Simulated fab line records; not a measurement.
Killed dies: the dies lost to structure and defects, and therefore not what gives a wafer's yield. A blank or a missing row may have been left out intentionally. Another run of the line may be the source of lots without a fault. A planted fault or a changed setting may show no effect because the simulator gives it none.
A sampling plan put to the test    flow rit-cmos    one line in one fab, 35 faults in these records, each fault weighed on the records of the lots it struck
The plan is the line's own looks: the steps of the route at which a gauge or an inspection reads the wafer and doesn't change it. A look is open to judgement when struck wafers have a number at it and the file gives its usual mean and standard deviation on fault-free wafers. Caught: a look later than the fault's first step finds the struck wafers' mean 4 or more of those standard deviations (sigma) from the usual mean. On the tool: the identical test, applied to the tool's own readings at the steps of the fault. Another recipe on the struck wafers, or a record that is blank for them alone, also counts as caught.

== THE FAULTS, as the simulator had put them in ==
1. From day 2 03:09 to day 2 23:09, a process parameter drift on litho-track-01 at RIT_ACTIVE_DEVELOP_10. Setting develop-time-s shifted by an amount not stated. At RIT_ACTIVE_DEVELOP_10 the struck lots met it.
2. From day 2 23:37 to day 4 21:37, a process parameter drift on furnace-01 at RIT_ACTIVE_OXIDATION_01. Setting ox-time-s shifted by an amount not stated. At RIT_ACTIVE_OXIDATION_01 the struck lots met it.
3. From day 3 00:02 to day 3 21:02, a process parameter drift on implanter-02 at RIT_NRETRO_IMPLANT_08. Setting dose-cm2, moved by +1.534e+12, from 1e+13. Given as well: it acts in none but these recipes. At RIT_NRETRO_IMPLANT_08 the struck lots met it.
4. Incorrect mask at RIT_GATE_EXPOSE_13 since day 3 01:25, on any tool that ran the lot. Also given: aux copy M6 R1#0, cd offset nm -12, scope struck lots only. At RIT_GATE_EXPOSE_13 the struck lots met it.
5. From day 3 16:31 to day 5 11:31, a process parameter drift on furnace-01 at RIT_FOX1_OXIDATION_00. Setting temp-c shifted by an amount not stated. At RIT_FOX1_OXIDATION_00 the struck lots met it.
6. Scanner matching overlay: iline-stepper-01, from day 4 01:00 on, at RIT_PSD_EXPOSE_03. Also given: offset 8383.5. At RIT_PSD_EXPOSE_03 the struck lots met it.
7. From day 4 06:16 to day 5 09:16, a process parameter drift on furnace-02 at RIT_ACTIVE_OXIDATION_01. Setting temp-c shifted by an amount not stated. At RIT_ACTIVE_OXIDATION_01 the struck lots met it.
8. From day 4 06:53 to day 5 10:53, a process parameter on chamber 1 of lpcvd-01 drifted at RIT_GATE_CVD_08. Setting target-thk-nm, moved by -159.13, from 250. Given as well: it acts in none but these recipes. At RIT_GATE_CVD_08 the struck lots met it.
9. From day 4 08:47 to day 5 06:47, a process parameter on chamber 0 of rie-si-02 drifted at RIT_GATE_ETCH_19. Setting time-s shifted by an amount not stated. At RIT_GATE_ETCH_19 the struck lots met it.
10. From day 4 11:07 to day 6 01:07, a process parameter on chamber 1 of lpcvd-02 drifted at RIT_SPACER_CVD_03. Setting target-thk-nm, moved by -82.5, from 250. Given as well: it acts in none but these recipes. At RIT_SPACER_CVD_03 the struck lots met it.
11. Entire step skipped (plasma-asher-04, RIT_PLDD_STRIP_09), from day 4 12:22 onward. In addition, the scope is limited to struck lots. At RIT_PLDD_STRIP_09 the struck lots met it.
12. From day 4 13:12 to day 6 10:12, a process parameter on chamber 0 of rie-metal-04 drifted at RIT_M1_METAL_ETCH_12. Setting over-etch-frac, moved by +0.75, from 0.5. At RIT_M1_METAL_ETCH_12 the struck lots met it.
13. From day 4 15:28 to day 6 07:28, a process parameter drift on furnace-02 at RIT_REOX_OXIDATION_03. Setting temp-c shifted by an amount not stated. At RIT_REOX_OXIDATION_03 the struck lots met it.
14. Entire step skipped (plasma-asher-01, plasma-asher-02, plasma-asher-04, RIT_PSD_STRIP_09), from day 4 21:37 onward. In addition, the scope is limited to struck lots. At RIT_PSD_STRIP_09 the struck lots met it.
15. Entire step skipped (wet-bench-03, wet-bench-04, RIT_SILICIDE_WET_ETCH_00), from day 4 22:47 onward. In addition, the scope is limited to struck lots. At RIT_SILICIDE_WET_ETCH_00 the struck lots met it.
16. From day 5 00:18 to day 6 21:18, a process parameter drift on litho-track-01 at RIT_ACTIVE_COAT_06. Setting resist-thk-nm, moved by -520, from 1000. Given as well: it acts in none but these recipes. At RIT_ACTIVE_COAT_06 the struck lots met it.
17. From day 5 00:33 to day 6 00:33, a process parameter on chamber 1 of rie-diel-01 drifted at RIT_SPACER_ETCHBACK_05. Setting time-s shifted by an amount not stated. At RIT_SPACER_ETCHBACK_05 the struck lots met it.
18. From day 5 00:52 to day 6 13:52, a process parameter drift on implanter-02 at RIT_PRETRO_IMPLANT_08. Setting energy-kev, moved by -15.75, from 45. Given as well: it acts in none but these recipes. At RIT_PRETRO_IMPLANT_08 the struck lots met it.
19. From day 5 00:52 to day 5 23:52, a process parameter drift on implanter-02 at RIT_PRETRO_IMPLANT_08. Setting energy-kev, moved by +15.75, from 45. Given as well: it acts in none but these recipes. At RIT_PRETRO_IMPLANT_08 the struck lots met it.
20. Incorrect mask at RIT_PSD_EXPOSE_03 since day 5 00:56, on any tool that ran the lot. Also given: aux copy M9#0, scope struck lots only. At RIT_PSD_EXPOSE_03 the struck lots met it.
21. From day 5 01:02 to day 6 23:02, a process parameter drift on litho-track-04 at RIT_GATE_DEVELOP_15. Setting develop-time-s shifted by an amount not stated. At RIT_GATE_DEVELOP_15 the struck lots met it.
22. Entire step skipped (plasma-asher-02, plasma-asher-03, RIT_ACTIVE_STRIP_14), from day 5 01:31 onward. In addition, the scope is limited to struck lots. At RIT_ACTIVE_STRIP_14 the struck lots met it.
23. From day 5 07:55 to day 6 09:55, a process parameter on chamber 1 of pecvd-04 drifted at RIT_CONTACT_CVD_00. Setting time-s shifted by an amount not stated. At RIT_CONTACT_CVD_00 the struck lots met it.
24. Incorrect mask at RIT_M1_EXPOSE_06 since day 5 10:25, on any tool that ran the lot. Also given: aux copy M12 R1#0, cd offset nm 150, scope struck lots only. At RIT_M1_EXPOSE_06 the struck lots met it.
25. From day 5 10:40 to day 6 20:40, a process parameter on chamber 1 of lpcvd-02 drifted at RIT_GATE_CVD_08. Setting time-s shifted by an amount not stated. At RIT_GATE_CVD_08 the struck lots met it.
26. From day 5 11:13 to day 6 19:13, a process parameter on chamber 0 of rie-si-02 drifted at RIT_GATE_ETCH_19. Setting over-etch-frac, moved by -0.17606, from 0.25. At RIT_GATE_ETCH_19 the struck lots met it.
27. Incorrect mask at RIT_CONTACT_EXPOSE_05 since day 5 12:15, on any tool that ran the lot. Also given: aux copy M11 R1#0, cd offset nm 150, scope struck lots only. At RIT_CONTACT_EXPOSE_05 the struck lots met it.
28. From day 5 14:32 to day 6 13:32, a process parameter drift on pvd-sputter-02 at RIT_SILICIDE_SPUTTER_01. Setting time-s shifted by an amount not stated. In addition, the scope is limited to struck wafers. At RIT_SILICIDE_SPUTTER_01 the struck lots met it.
29. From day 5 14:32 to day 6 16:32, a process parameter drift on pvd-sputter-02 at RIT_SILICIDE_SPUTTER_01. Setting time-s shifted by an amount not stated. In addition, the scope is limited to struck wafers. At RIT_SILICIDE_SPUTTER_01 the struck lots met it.
30. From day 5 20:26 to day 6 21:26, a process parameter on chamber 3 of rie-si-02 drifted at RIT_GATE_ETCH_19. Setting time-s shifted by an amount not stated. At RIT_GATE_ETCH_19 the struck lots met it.
31. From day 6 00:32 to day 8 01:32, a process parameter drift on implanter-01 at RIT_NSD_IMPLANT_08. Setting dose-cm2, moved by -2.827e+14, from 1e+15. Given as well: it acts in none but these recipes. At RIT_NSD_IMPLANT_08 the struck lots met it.
32. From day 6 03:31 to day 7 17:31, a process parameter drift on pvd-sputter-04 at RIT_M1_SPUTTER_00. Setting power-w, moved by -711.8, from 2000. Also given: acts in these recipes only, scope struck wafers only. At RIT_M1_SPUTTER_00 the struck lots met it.
33. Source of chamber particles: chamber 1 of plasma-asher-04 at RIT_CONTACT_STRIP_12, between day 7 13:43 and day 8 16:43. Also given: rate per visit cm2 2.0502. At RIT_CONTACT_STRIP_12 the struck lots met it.
34. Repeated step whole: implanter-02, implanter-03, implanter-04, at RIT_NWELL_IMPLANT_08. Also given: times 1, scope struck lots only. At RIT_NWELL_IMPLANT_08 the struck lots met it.
35. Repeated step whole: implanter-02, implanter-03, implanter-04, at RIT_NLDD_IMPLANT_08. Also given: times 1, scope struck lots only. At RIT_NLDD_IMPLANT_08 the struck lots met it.

== WHAT THE PLAN SAW ==
fault  on the tool itself                      first look that catches it                       reading, sigma                                              median hours from its first step to that look  hours from the fault's start to the first struck lot there  judged looks passed uncaught
1      under 2 sigma                           not the one look that can be judged after it     strongest: cd-nm at RIT_ACTIVE_CD_MEAS_11, +3.3             -                                              -                                                           1
2      under 2 sigma                           RIT_ACTIVE_THK_MEAS_02                           ACTIVE_OXIDE_THK -6.8                                       2.0                                            9                                                           0
3      dose-ions-cm2 +99 or beyond sigma       RIT_NRETRO_TW_MEAS_10                            NRETRO_TW +9.8                                              0.3                                            3                                                           0
4      under 2 sigma                           RIT_GATE_CD_MEAS_16                              cd-nm -5.5                                                  0.4                                            4                                                           0
5      tube-center-temp-C +99 or beyond sigma  RIT_FOX1_THK_MEAS_01                             FOX1_OXIDE_THK +6.5                                         1.3                                            4                                                           0
6      no reading that can be judged           no look after it can be judged                   -                                                           -                                              -                                                           0
7      tube-center-temp-C -99 or beyond sigma  RIT_ACTIVE_THK_MEAS_02                           ACTIVE_OXIDE_THK -21                                        1.9                                            4                                                           0
8      under 2 sigma                           RIT_GATE_THK_MEAS_09                             GATE_POLY_THK -75                                           1.6                                            12                                                          0
9      run-length-s -91 sigma                  no look after it can be judged                   -                                                           -                                              -                                                           0
10     under 2 sigma                           RIT_SPACER_THK_MEAS_04                           SPACER_NITRIDE_THK -33                                      1.9                                            29                                                          0
11     no reading that can be judged           not the one look that can be judged after it     -                                                           -                                              -                                                           1
12     oes-product-au -12 sigma                not the one look that can be judged after it     strongest: cd-nm at RIT_M1_CD_MEAS_90, -3.9                 -                                              -                                                           1
13     tube-center-temp-C -99 or beyond sigma  RIT_REOX_THK_MEAS_04                             REOX_OXIDE_THK -11                                          2.6                                            12                                                          0
14     no reading that can be judged           not the one look that can be judged after it     -                                                           -                                              -                                                           1
15     no reading that can be judged           no look after it can be judged                   -                                                           -                                              -                                                           0
16     no reading that can be judged           RIT_ACTIVE_CD_MEAS_11                            cd-nm -26                                                   0.8                                            8                                                           0
17     run-length-s +87 sigma                  none of the 7 looks that can be judged after it  -                                                           -                                              -                                                           7
18     beam-energy-keV -99 or beyond sigma     RIT_PRETRO_TW_MEAS_10                            PRETRO_TW -12                                               0.3                                            7                                                           0
19     beam-energy-keV +99 or beyond sigma     RIT_PRETRO_TW_MEAS_10                            PRETRO_TW +7.4                                              0.3                                            7                                                           0
20     under 2 sigma                           RIT_PSD_TW_MEAS_10                               PSD_TW -99 or beyond                                        0.9                                            2                                                           0
21     under 2 sigma                           RIT_GATE_CD_MEAS_16                              cd-nm -5.3                                                  1.0                                            19                                                          0
22     no reading that can be judged           not the one look that can be judged after it     -                                                           -                                              -                                                           1
23     run-length-s -18 sigma                  RIT_CONTACT_THK_MEAS_01                          CONTACT_TEOS_THK -14                                        0.1                                            6                                                           0
24     no reading that can be judged           RIT_M1_CD_MEAS_09                                cd-nm +71                                                   0.4                                            3                                                           0
25     under 2 sigma                           RIT_GATE_THK_MEAS_09                             GATE_POLY_THK +77                                           2.0                                            8                                                           0
26     oes-product-au +6.8 sigma               no look after it can be judged                   -                                                           -                                              -                                                           0
27     no reading that can be judged           RIT_CONTACT_CD_MEAS_08                           cd-nm +84                                                   0.5                                            3                                                           0
28     under 2 sigma                           RIT_SILICIDE_RS_MEAS_02                          SILICIDE_TI_RS +29                                          0.2                                            6                                                           0
29     under 2 sigma                           none of the 2 looks that can be judged after it  strongest: SILICIDE_TI_RS at RIT_SILICIDE_RS_MEAS_02, +3.3  -                                              -                                                           2
30     run-length-s -92 sigma                  no look after it can be judged                   -                                                           -                                              -                                                           0
31     dose-ions-cm2 -99 or beyond sigma       RIT_NSD_TW_MEAS_10                               NSD_TW -15                                                  0.3                                            14                                                          0
32     cathode-dc-power-W -99 or beyond sigma  RIT_M1_RS_MEAS_01                                M1_AL_RS +47                                                0.3                                            5                                                           0
33     under 2 sigma                           no look after it can be judged                   -                                                           -                                              -                                                           0
34     under 2 sigma                           RIT_NWELL_TW_MEAS_10                             NWELL_TW +51                                                0.6                                            -                                                           0
35     under 2 sigma                           RIT_NLDD_TW_MEAS_10                              NLDD_TW +37                                                 0.6                                            -                                                           0
A dash: the fault isn't caught, or these records don't give the number.

Caught at a look: 22 of 35. Caught on the tool: 14 of 35. By one or the other: 27 of 35.
Faults 9, 12, 17, 26, 30 were caught on the tool alone.
Caught at a look alone: faults 2, 4, 8, 10, 16, 20, 21, 24, 25, 27, 28, 34, 35.
Caught by neither: faults 1, 6, 11, 14, 15, 22, 29, 33.

== THINNER SAMPLING ==
In the worst case, this is how late the first struck lot would be measured if the look that catches a fault measured only every second or every third lot, by lot number:
fault  struck lots at that look, in order of time  every lot  every second lot  every third lot
2      L713, L715                                  9 h        may miss all 2    may miss all 2
3      L948, L949, L950                            3 h        7 h               12 h
4      L590                                        4 h        may miss it       may miss it
5      L466, L469, L472                            4 h        18 h              may miss all 3
7      L975, L976                                  4 h        9 h               may miss all 2
8      L864                                        12 h       may miss it       may miss it
10     L746                                        29 h       may miss it       may miss it
13     L970, L971                                  12 h       19 h              may miss all 2
16     L335, L336                                  8 h        13 h              may miss all 2
18     L602, L603                                  7 h        9 h               may miss all 2
19     L388, L389, L391                            7 h        9 h               may miss all 3
20     L240                                        2 h        may miss it       may miss it
21     L936                                        19 h       may miss it       may miss it
23     L840, L843                                  6 h        22 h              may miss all 2
24     L296                                        3 h        may miss it       may miss it
25     L164, L168                                  8 h        may miss all 2    may miss all 2
27     L154                                        3 h        may miss it       may miss it
28     L110, L112                                  6 h        may miss all 2    may miss all 2
31     L360, L362                                  14 h       may miss all 2    may miss all 2
32     L635, L637                                  5 h        may miss all 2    may miss all 2
The hour figures run from when the fault began to the first measured lot among those it struck. 4 sigma limit: tested on the pooled struck wafers, so a lone lot may be under it. Other struck lots may not be in these records.

== THE LONGEST TIMED WAY FROM STEP TO LOOK ==
In fault 13, a median of 2.6 hours elapses between RIT_REOX_OXIDATION_03 and RIT_REOX_THK_MEAS_04. No look between them can be judged.
